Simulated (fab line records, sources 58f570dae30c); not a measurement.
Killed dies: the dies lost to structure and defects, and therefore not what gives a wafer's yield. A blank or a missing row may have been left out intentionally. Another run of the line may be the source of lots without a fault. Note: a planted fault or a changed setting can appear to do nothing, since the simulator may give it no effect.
The tool behind it: which one? + flow berkeley cmos170 + 13 lots with 39 wafers sampled at 4 steps, on a route of 331 steps

## WHAT THE GAUGES READ, wafer by wafer
UCB170_M1_OVL_MEAS_10. Usual: for M1_OVL the level is 0 nm and the standard deviation is 5.9.
| lot  | measured     | on         | M1_OVL (nm) | flag |
|------|--------------|------------|-------------|------|
| L355 | day 8 09:40  | overlay-02 | 3 -10 -6    |      |
| L356 | day 9 00:44  | overlay-02 | 6 0 -4      |      |
| L361 | day 9 20:22  | overlay-02 | 2 12 1      |      |
| L359 | day 9 21:26  | overlay-01 | 2 1 1       |      |
| L362 | day 9 22:18  | overlay-01 | 2 3 3       |      |
| L363 | day 9 22:02  | overlay-02 | -5 -13 1    |      |
| L358 | day 9 22:25  | overlay-02 | 2 3 8       |      |
| L366 | day 10 16:28 | overlay-01 | 8 0 8       |      |
| L367 | day 10 18:04 | overlay-02 | 1 8 7       |      |
| L370 | day 11 09:03 | overlay-01 | 5 -4 -3     |      |
| L373 | day 12 01:58 | overlay-01 | 3 -5 -8     |      |
| L378 | day 12 22:53 | overlay-02 | -12 -10 -3  |      |
| L377 | day 13 01:43 | overlay-01 | -13 -4 -7   |      |

## EACH LOT AND THE TOOL THAT RAN IT (in order: tool; ch and the chambers of the sampled wafers; start)
| lot  | UCB170_SDANNEAL_RTA_01           | UCB170_SILICIDE_PRE_CLEAN_00 | UCB170_CONTACT_ETCH_17             |
|------|----------------------------------|------------------------------|------------------------------------|
| L355 | rtp anneal-02 ch 0, day 8 01:41  | pvd sputter-02, day 8 02:13  | rie diel-04 ch 1,3, day 8 07:33    |
| L356 | rtp anneal-02 ch 0, day 8 15:34  | pvd sputter-04, day 8 16:05  | rie diel-03 ch 2,3, day 8 22:07    |
| L361 | rtp anneal-01 ch 0, day 9 12:44  | pvd sputter-01, day 9 13:17  | rie diel-01 ch 0,2,3, day 9 17:59  |
| L359 | rtp anneal-02 ch 0, day 9 12:56  | pvd sputter-04, day 9 13:27  | rie diel-03 ch 0,1,2, day 9 19:26  |
| L362 | rtp anneal-02 ch 0, day 9 13:19  | pvd sputter-01, day 9 13:51  | rie diel-01 ch 0,1,2, day 9 20:08  |
| L363 | rtp anneal-01 ch 0, day 9 13:20  | pvd sputter-02, day 9 13:51  | rie diel-04 ch 0,1, day 9 19:54    |
| L358 | rtp anneal-02 ch 0, day 9 13:38  | pvd sputter-04, day 9 14:14  | rie diel-03 ch 1,2,3, day 9 20:16  |
| L366 | rtp anneal-02 ch 0, day 10 09:00 | pvd sputter-02, day 10 09:34 | rie diel-01 ch 1,2,3, day 10 14:05 |
| L367 | rtp anneal-01 ch 0, day 10 09:38 | pvd sputter-01, day 10 10:10 | rie diel-04 ch 0,1,2, day 10 16:13 |
| L370 | rtp anneal-01 ch 0, day 11 00:04 | pvd sputter-02, day 11 00:35 | rie diel-03 ch 0,1, day 11 06:47   |
| L373 | rtp anneal-01 ch 0, day 11 16:25 | pvd sputter-02, day 11 16:56 | rie diel-01 ch 0,1, day 11 22:14   |
| L378 | rtp anneal-01 ch 0, day 12 15:11 | pvd sputter-01, day 12 15:44 | rie diel-04 ch 0,1,2, day 12 20:59 |
| L377 | rtp anneal-02 ch 0, day 12 16:59 | pvd sputter-01, day 12 17:34 | rie diel-03 ch 2,3, day 12 23:35   |
- UCB170_SDANNEAL_RTA_01: time 5 s.
- UCB170_SILICIDE_PRE_CLEAN_00: preclean etch time 60 s.
- UCB170_CONTACT_ETCH_17: etches BARC in N2/H2.

## AS READ BY THE TOOLS THEMSELVES (means over the sampled wafers that have a number; for cases with no such wafer, the mark the record gives instead)
UCB170_SDANNEAL_RTA_01. Usual: lamp power pct 35 %, standard deviation 3; wafer_temp_C_max 1052.7, standard deviation 0.55.
| lot  | tool          | lamp power pct (%) | wafer_temp_C_max | flag |
|------|---------------|--------------------|------------------|------|
| L355 | rtp anneal-02 | 32                 | 1053.2           |      |
| L356 | rtp anneal-02 | 32                 | 1052.5           |      |
| L361 | rtp anneal-01 | 38                 | 1053.0           |      |
| L359 | rtp anneal-02 | 32                 | 1052.3           |      |
| L362 | rtp anneal-02 | 32                 | 1052.8           |      |
| L363 | rtp anneal-01 | 38                 | 1052.6           |      |
| L358 | rtp anneal-02 | 32                 | 1052.2           |      |
| L366 | rtp anneal-02 | 32                 | 1052.2           |      |
| L367 | rtp anneal-01 | 38                 | 1052.9           |      |
| L370 | rtp anneal-01 | 38                 | 1052.2           |      |
| L373 | rtp anneal-01 | 38                 | 1052.7           |      |
| L378 | rtp anneal-01 | 38                 | 1052.3           |      |
| L377 | rtp anneal-02 | 32                 | 1052.8           |      |

UCB170_CONTACT_ETCH_17. Usual: drypump motor current A 5.7 A, standard deviation 0.42; oes product au 0.996 a.u., standard deviation 0.014; rf fwd power W 494.6 W, standard deviation 2.3; throttle valve pct 13.25 %, standard deviation 0.21.
| lot  | tool        | drypump motor current A (A) | oes product au (a.u.) | rf fwd power W (W) | throttle valve pct (%) | flag |
|------|-------------|-----------------------------|-----------------------|--------------------|------------------------|------|
| L355 | rie diel-04 | 6.0                         | 0.982                 | 495.9              | 13.20                  |      |
| L356 | rie diel-03 | 6.0                         | 1.000                 | 494.1              | 13.41                  |      |
| L361 | rie diel-01 | 5.6                         | 1.007                 | 494.0              | 13.42                  |      |
| L359 | rie diel-03 | 5.7                         | 1.006                 | 493.9              | 13.32                  |      |
| L362 | rie diel-01 | 5.6                         | 1.005                 | 494.8              | 13.17                  |      |
| L363 | rie diel-04 | 5.9                         | 0.980                 | 492.4              | 13.01                  |      |
| L358 | rie diel-03 | 5.9                         | 1.008                 | 494.3              | 13.41                  |      |
| L366 | rie diel-01 | 5.7                         | 1.004                 | 496.7              | 13.35                  |      |
| L367 | rie diel-04 | 5.7                         | 0.987                 | 494.0              | 13.08                  |      |
| L370 | rie diel-03 | 5.6                         | 1.009                 | 495.3              | 13.33                  |      |
| L373 | rie diel-01 | 5.3                         | 0.990                 | 498.4              | 13.09                  |      |
| L378 | rie diel-04 | 5.6                         | 0.989                 | 493.0              | 13.07                  |      |
| L377 | rie diel-03 | 6.0                         | 0.995                 | 493.3              | 13.41                  |      |

## THE ANSWER, worked out from the rows above alone
Rule: a lot is off if the mean of its wafers that have a number lies more than 3 standard deviations from the usual mean. Also off: a lot with no number at a reading for which 4 or more lots have one. Any other lot the step has rows for is counted as sound. The gauges are gone through in route order, then the tools' own readings, and for those a lot's mean is taken as printed above. At the first step where some lot is off, the reading lying furthest off is the one used; lots without a number count as furthest.
Across all readings shown, no lot is off: no conclusion can be drawn from this.

## WHAT WAS PUT IN BY THE SIMULATOR
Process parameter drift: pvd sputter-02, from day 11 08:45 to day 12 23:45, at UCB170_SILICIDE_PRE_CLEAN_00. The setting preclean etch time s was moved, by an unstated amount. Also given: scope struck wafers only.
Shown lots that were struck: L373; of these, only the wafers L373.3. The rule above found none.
